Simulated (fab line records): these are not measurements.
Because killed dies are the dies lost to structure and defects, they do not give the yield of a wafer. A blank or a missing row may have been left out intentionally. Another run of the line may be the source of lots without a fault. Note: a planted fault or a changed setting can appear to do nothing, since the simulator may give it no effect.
Which tool did it?	flow berkeleyCmos170	Sampling: 7 lots, 21 wafers, 3 of 331 route steps

## WHAT EACH GAUGE READ, for each wafer
UCB170_V2_THK_MEAS_04.
lot	measured	on	V2_POLISHED_THK (nm)
L439	day 9 12:47	filmMetro-04	1000.3 1002.9 1001.0
L440	day 10 14:39	filmMetro-03	998.3 1001.6 999.1
L448	day 12 02:48	filmMetro-03	998.9 996.8 998.6
L446	day 12 07:38	filmMetro-03	999.4 997.0 998.8
L451	day 13 03:11	filmMetro-03	1000.2 1000.7 1000.3
L452	day 13 09:25	filmMetro-02	1338.4 1345.8 1344.9
L455	day 13 20:17	filmMetro-04	1349.7 1357.8 1334.0

## EACH LOT AND THE TOOL THAT RAN IT (in order: tool; ch and the chambers of the sampled wafers; start)
lot	UCB170_CONTACT_ETCH_17	UCB170_V2_CMP_02
L439	rieDiel-02 ch 0,1,2, day 9 03:36	cmp-02 ch 0,1,3, day 9 12:22
L440	rieDiel-03 ch 0,1,2, day 10 02:27	cmp-01 ch 1,2,3, day 10 14:14
L448	rieDiel-03 ch 0,1,3, day 11 15:44	cmp-01 ch 1,2,3, day 12 02:28
L446	rieDiel-02 ch 0,3, day 11 16:13	cmp-01 ch 0,1,2, day 12 07:19
L451	rieDiel-02 ch 0,2, day 12 14:44	cmp-02 ch 0,3, day 13 02:46
L452	rieDiel-01 ch 1,2, day 12 21:32	cmp-02 ch 0,1,3, day 13 09:05
L455	rieDiel-02 ch 2,3, day 13 10:46	cmp-02 ch 1,2, day 13 19:52
- UCB170_CONTACT_ETCH_17: etches BARC in N2/H2.
- UCB170_V2_CMP_02: polishes SiO2.

## THE ANSWER, worked out from the rows above alone
Rule: the usual values come from the lots themselves. The widest of any qualifying gaps counts: lots, ordered by their means at a reading, are off when they make up no more than a third of the lots, leave a main group of 4 or more, and stand apart from it by 3 or more times the standard deviation of that group's means. If all means in a main group match to the digits the tables above print for the reading, that group is not used. A lot without any number at a reading at which 4 lots or more have one is off too. Any other lot the step has rows for is counted as sound.
Off: L452, L455, at UCB170_V2_THK_MEAS_04 (V2_POLISHED_THK). For the main group the mean is 999.6 nm and the standard deviation 1.2.
A tool fits if, at a process step before that reading, it ran every lot that is off, and no sound lot after the first of them. Those tools and the gauges at UCB170_V2_THK_MEAS_04 are tried in the same way. One fits: cmp-02 at UCB170_V2_CMP_02. A fault onset in the window from L451 (day 13 02:46, its last sound lot) to L452 (day 13 09:05, its first lot off) fits.

## WHAT THE SIMULATOR HAD PUT IN
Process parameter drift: cmp-02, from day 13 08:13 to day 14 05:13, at UCB170_V2_CMP_02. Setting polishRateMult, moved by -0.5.
Shown lots that were struck: L452, L455. Same finding as the rule above.
